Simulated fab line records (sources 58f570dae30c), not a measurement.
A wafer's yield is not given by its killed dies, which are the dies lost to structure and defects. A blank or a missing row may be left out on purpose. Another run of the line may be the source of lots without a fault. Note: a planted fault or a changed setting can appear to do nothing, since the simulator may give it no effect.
fab line records	flow berkeley-cmos170
record lots=14	wafers=42	last-day=11
route steps=331 shown SPACER@171
lots with no fault: from the same line, run without faults
start-h: start of the lot's first displayed wafer, in hours after the record's first day	wait-h: how many hours have passed since the lot's step before this one	" as in the row above	L1.1+2: one row covering several wafers at once	- either no value or no given start	* or withheld: withheld	< > ~ a bound
route shown NAME@n: a module of which the file shows steps, and the number in the route of the first	usual: mean and standard deviation over wafers with no fault	same: alike in all rows	chamber/n: place in a boat	sites: per-site readings	_std_site: standard deviation across them	_edge_site: the outer-site mean with the inner-site mean subtracted	radius-mm: how far each site lies from the wafer's centre	mask NAME#n: copy n	behind: the last tool/chamber to shape the wafer	hold: the reason the lot was held/the length of the hold in hours/how it ended	device: which transistor (n, p or np) failed to switch	end of line: the same wafers' tests at the end of the route	step lacking rows: just its recipe	killed: dies that structure and defects cost at the first sort, which is not the same as the wafer's yield	map: shows each die of a wafer: x if killed, . if not, _ if none is there
set.NAME: the setting that was run; set.NAME@STEP: the one run at that earlier step	model.NAME: the simulator's own value behind a step, which no gauge read
route steps across a sampled set of lots; one table per step, one row per wafer
services: when a tool's chamber went out of use (start-h, in hours from the record's first day, below 0 if earlier), for how many hours, and the reason
## steps
# step UCB170_SPACER_CVD_00
# recipe material=SiO2	target-thk-nm=376	temp-c=390	precursor=TEOS/O2	time-s=48.54	rf-w=550	pressure-mtorr=9000
# usual heater-power-w=236/56	pressure-mtorr=9003/18
lot.wafer	tool	chamber	start-h	wait-h	heater-power-w	pressure-mtorr
L836.1	pecvd-04	2	140.94	0.0	153	8996
L836.3	"	1	"	"	259	9003
L836.6	"	0	"	"	176	8997
L839.1	pecvd-02	0	141.13	0.0	201	9014
L839.2	"	2	"	"	210	8970
L839.3	"	1	"	"	264	9000
L835.2	pecvd-01	0	141.22	0.0	306	8983
L835.5	"	0	"	"	330	9005
L835.6	"	1	"	"	243	8978
L842.2	pecvd-04	1	166.98	0.0	260	8988
L842.4	"	1	"	"	267	9018
L842.6	"	2	"	"	132	9001
L840.2	pecvd-01	0	168.43	0.0	313	8986
L840.5	"	2	"	"	301	9036
L840.6	"	0	"	"	332	9010
L844.1	pecvd-01	0	186.50	0.0	357	9000
L844.3	"	1	"	"	203	9006
L844.4	"	0	"	"	365	8984
L849.3	pecvd-02	0	201.39	0.0	141	8975
L849.5	"	1	"	"	223	9011
L849.6	"	2	"	"	205	8987
L848.2	pecvd-04	2	202.39	0.0	170	9002
L848.3	"	2	"	"	181	8996
L848.4	"	0	"	"	254	9006
L850.3	pecvd-02	2	202.54	0.0	253	8991
L850.4	"	1	"	"	224	9022
L850.6	"	2	"	"	262	9008
L852.3	pecvd-02	2	217.78	0.0	254	8977
L852.4	"	1	"	"	225	9006
L852.6	"	2	"	"	262	8975
L854.4	pecvd-02	1	222.08	0.0	196	9010
L854.5	"	0	"	"	195	9003
L854.6	"	2	"	"	237	8993
L853.1	pecvd-04	0	223.29	0.0	262	9034
L853.4	"	0	"	"	176	8986
L853.5	"	1	"	"	249	9033
L857.3	pecvd-04	2	238.09	0.0	177	9011
L857.5	"	2	"	"	188	9045
L857.6	"	1	"	"	207	8977
L858.1	pecvd-02	2	239.83	0.0	236	9010
L858.2	"	1	"	"	214	9032
L858.4	"	1	"	"	219	9028
# step UCB170_SPACER_THK_MEAS_01
# recipe reads=SiO2_of_SPACER_CVD_00
# usual SPACER_TEOS_THK=389/4.2
lot.wafer	tool	chamber	start-h	wait-h	SPACER_TEOS_THK[nm]
L836.1	film-metro-03	-	140.98	0.0	388
L836.3	"	-	"	"	384
L836.6	"	-	"	"	396
L839.1	film-metro-04	-	141.17	0.0	391
L839.2	"	-	"	"	392
L839.3	"	-	"	"	389
L835.2	film-metro-02	-	141.28	0.0	386
L835.5	"	-	"	"	396
L835.6	"	-	"	"	396
L842.2	film-metro-04	-	167.03	0.0	390
L842.4	"	-	"	"	389
L842.6	"	-	"	"	396
L840.2	film-metro-02	-	168.48	0.0	351
L840.5	"	-	"	"	363
L840.6	"	-	"	"	355
L844.1	film-metro-03	-	186.54	0.0	353
L844.3	"	-	"	"	356
L844.4	"	-	"	"	360
L849.3	film-metro-03	-	201.45	0.0	387
L849.5	"	-	"	"	395
L849.6	"	-	"	"	388
L848.2	film-metro-02	-	202.47	0.1	382
L848.3	"	-	"	"	383
L848.4	"	-	"	"	390
L850.3	film-metro-04	-	202.60	0.0	384
L850.4	"	-	"	"	386
L850.6	"	-	"	"	389
L852.3	film-metro-02	-	217.85	0.0	383
L852.4	"	-	"	"	390
L852.6	"	-	"	"	388
L854.4	film-metro-02	-	222.13	0.0	397
L854.5	"	-	"	"	392
L854.6	"	-	"	"	393
L853.1	film-metro-02	-	223.33	0.0	390
L853.4	"	-	"	"	394
L853.5	"	-	"	"	391
L857.3	film-metro-03	-	238.16	0.0	383
L857.5	"	-	"	"	387
L857.6	"	-	"	"	388
L858.1	film-metro-04	-	239.87	0.0	381
L858.2	"	-	"	"	384
L858.4	"	-	"	"	387
# step UCB170_SPACER_ETCHBACK_03
# recipe stop-on=Si	target=SiO2	chemistry=CHF3/CF4/Ar	CHF3_flow_sccm=50	cf4-flow-sccm=10	Ar_flow_sccm=120	pressure-mtorr=200	rf-w=500	target-depth-a=3760	time-s=100
# usual drypump-motor-current-A=5.7/0.43	oes-product-au=0.923/0.013	throttle-valve-pct=6.44/0.096
lot.wafer	tool	chamber	start-h	wait-h	drypump-motor-current-A	oes-product-au	rf-hours-counter-h	throttle-valve-pct
L835.2	rie-diel-02	1	146.30	0.0	5.7	0.907	94	6.57
L835.5	"	3	"	"	5.5	0.922	-	6.50
L835.6	"	0	"	"	5.1	0.931	-	6.55
L836.1	rie-diel-01	1	146.30	0.0	5.9	0.926	136	6.51
L836.3	"	2	"	"	5.1	0.920	18	6.40
L836.6	"	2	"	"	5.1	0.940	-	6.39
L839.1	rie-diel-04	2	146.30	0.0	5.5	0.945	108	6.36
L839.2	"	1	"	"	6.7	0.919	83	6.27
L839.3	"	3	"	"	6.1	0.933	26	6.45
L842.2	rie-diel-02	2	170.52	0.0	6.0	0.934	136	6.41
L842.4	"	2	"	"	6.0	0.925	-	6.39
L842.6	"	0	"	"	5.1	0.941	-	6.55
L840.2	rie-diel-01	0	170.57	0.0	5.8	0.868	77	6.38
L840.5	"	3	"	"	5.5	0.867	-	6.37
L840.6	"	0	"	"	5.8	0.870	-	6.40
L844.1	rie-diel-02	3	190.90	0.0	5.5	0.851	12	6.50
L844.3	"	2	"	"	6.1	0.873	137	6.41
L844.4	"	1	"	"	5.7	0.869	96	6.59
L848.2	rie-diel-04	2	206.42	0.0	5.5	0.931	111	6.37
L848.3	"	3	"	"	6.1	0.923	30	6.46
L848.4	"	1	"	"	6.7	0.913	86	6.25
L849.3	rie-diel-01	2	206.42	0.0	5.2	0.924	21	6.40
L849.5	"	2	"	"	5.1	0.944	-	6.39
L849.6	"	1	"	"	5.9	0.928	-	6.47
L850.3	rie-diel-01	0	206.50	0.1	5.8	0.915	80	6.40
L850.4	"	2	"	"	5.1	0.929	21	6.41
L850.6	"	2	"	"	5.1	0.928	-	6.41
L852.3	rie-diel-01	3	219.96	0.0	5.5	0.897	80	6.40
L852.4	"	1	"	"	5.9	0.923	138	6.48
L852.6	"	3	"	"	5.5	0.903	-	6.39
L854.4	rie-diel-01	2	225.62	0.0	5.1	0.944	22	6.41
L854.5	"	1	"	"	5.9	0.938	-	6.48
L854.6	"	2	"	"	5.1	0.941	-	6.40
L853.1	rie-diel-01	1	225.70	0.1	5.9	0.925	139	6.48
L853.4	"	0	"	"	5.8	0.941	81	6.39
L853.5	"	2	"	"	5.2	0.931	-	6.39
L857.3	rie-diel-02	2	242.79	0.0	6.0	0.890	0	6.41
L857.5	"	0	"	"	5.1	0.919	-	6.52
L857.6	"	3	"	"	5.5	0.917	-	6.50
L858.1	rie-diel-01	2	242.79	0.0	5.1	0.917	23	6.42
L858.2	"	3	"	"	5.5	0.906	82	6.39
L858.4	"	0	"	"	5.8	0.928	-	6.42
## services
tool	chamber	start-h	hours	kind
rie-diel-04	-	121.80	10.3	repair
pecvd-02	-	126.75	3.7	repair
rie-diel-01	1	165.89	28.0	repair
rie-diel-02	3	168.64	5.0	repair
rie-diel-01	2	170.03	6.0	repair
pecvd-04	1	201.97	8.9	repair
rie-diel-04	1	208.35	6.0	repair
rie-diel-02	-	212.02	15.6	pm
rie-diel-01	-	219.17	0.7	repair
rie-diel-02	2	227.62	-	clean
rie-diel-02	2	227.62	15.0	scheduled-down
rie-diel-02	2	227.62	15.0	vent-cycle
pecvd-04	-	232.64	0.5	repair
pecvd-01	-	242.50	14.0	pm
pecvd-01	0	242.50	14.0	vent-cycle
pecvd-01	1	242.50	14.0	vent-cycle
pecvd-01	2	242.50	14.0	vent-cycle
rie-diel-01	1	242.52	-	clean
rie-diel-01	1	242.52	21.4	scheduled-down
rie-diel-01	1	242.52	21.4	vent-cycle
## key
first-sign step=UCB170_SPACER_THK_MEAS_01	reading=SPACER_TEOS_THK	direction=down	sigmas=7.8	usual=389	struck=356
effect step=UCB170_SPACER_ETCHBACK_03	reading=oes-product-au	direction=down	sigmas=4.2	usual=0.923	struck=0.867
met-at UCB170_SPACER_CVD_00
struck-lots L840,L844
tester-left-out L840,L844
onset-between 141.22 168.43
fault kind=process-parameter-drift	tool=pecvd-01	chamber=-	onset-h=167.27	steps=UCB170_SPACER_CVD_00	channel=target-thk-nm	offset=-31.312	shape=step	end-h=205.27	acts-in=these-recipes-only	stated=376
# tester-left-out: of these lots the tester's yield and bins aren't shown, on N5 and GAA mostly nor the transistor test; their killed dies are dies lost to structure and defects alone, not to doping, threshold or leakage, so they don't give the yield
